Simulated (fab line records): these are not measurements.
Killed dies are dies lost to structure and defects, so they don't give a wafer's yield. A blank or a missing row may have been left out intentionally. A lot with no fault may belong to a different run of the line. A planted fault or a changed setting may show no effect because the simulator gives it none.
Split-lot trial -- flow ritCmos -- on a route of 202 steps: 5 lots, 23 wafers read

## SPLIT DETAILS
At RIT_PLDD_IMPLANT_08, the setting energyKev was moved away from the recipe's 20 on 4 of the 23 wafers read, by -2.2% to +3.4%. All remaining wafers had this setting at the recipe value.

## FROM THE SPLIT TO THE READING: what the file shows between them, 7 steps
- RIT_PSD_COAT_01: resist thk 1000 nm (also split here: spinRpm)
- RIT_PSD_SOFTBAKE_02: time 60 s
- RIT_PSD_EXPOSE_03: exposes mask M10, target cd 40900 nm
- RIT_PSD_DEVELOP_05: develop time 50 s
- RIT_PSD_HARDBAKE_07: time 60 s
- RIT_PSD_IMPLANT_08 (also split here: doseCm2)
- RIT_PSD_STRIP_09: strips in O2, time 180 s

## THE READING
Measured at RIT_SDANNEAL_RS_MEAS_06 by four-point probe: PLDD_RS, in ohm/sq. On this fab line, fault-free wafers typically give 178.7 ohm/sq with a standard deviation of 0.47 ohm/sq.

wafer,"tool, chamber at the split",energyKev as run,against the recipe,"PLDD_RS, ohm/sq",against lot-mates on the recipe
L074.1,"implanter-02, 0",20,recipe,178.7,-
L074.2,"implanter-02, 0",20,recipe,178.7,-
L074.3,"implanter-02, 0",19.56,-2.2%,180.1,+1.5
L074.4,"implanter-02, 0",19.56,-2.2%,180.8,+2.2
L074.5,"implanter-02, 0",20,recipe,178.4,-
L075.1,"implanter-03, 0",20,recipe,179.0,-
L075.2,"implanter-03, 0",20,recipe,179.2,-
L075.4,"implanter-03, 0",20,recipe,179.4,-
L075.5,"implanter-03, 0",20,recipe,179.2,-
L075.6,"implanter-03, 0",20,recipe,179.2,-
L076.2,"implanter-02, 0",20,recipe,178.8,-
L076.3,"implanter-02, 0",20,recipe,178.8,-
L076.4,"implanter-02, 0",20,recipe,178.6,-
L076.5,"implanter-02, 0",20,recipe,178.3,-
L076.6,"implanter-02, 0",20,recipe,178.8,-
L080.1,"implanter-03, 0",20,recipe,178.7,-
L080.2,"implanter-03, 0",20,recipe,179.0,-
L080.4,"implanter-03, 0",20,recipe,179.3,-
L084.1,"implanter-03, 0",20,recipe,177.9,-
L084.2,"implanter-03, 0",20,recipe,177.5,-
L084.4,"implanter-03, 0",20.69,+3.4%,175.6,-2.1
L084.5,"implanter-03, 0",20,recipe,177.8,-
L084.6,"implanter-03, 0",20.69,+3.4%,175.8,-1.9

THE FIT
A straight line over all 23 wafers: PLDD_RS changes by -0.847 ohm/sq for each +1% of energyKev; r = -0.91; the points scatter about the line by 0.5 ohm/sq.
The same after taking each lot's own level away (the mean of its wafers on the recipe; 23 wafers): -0.666 ohm/sq for each +1%; r = -0.96; scatter 0.24 ohm/sq.
The reading moves by 2.3 ohm/sq for the largest change in energyKev, on that fit.
Across the lots, their own levels run from 177.73 to 179.20 ohm/sq, a range of 3.1 times the standard deviation given above.
So the slope is not independent of the lot-to-lot level: the two fits are not the same.
Check: for one of the wafers moved furthest among these (+3.4%), held out of the fit, the line's prediction against its lot-mates is -2.31 ohm/sq. Against them it came out at -2.13 ohm/sq.

## OTHER SPLITS ON THESE WAFERS
Note: prior to the reading, these wafers also went through further splits. Each is held against what the fit with the lots' levels taken away leaves over:
other split on the same wafers,wafers away from the commonest value,r with PLDD_RS (lot level and that fit taken away)
RIT_GATE_STRIP_20 o2FlowSccm,8,-0.11
RIT_NLDD_COAT_01 spinRpm,6,-0.04
RIT_NLDD_HARDBAKE_07 tempC,8,+0.15
RIT_PLDD_SOFTBAKE_02 tempC,10,+0.32
RIT_PSD_COAT_01 spinRpm,5,+0.09
RIT_PSD_IMPLANT_08 doseCm2,8,+0.27

## THE WHOLE CHAIN: every reading that the file lists as answering this split, in the file's order
step,what it does,reading,change (the file's fit),r (the file's)
RIT_PLDD_IMPLANT_08,,"implant.drpNm (the simulator's own value, which no gauge read)",+0.0683 nm for each +1% of the setting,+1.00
RIT_SDANNEAL_RS_MEAS_06,measures by four-point-probe,PLDD_RS,-0.658 for each +1% of the setting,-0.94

## THE FILE'S OWN FIT
PLDD_RS changes by -0.658 ohm/sq for each +1% of energyKev, r = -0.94.
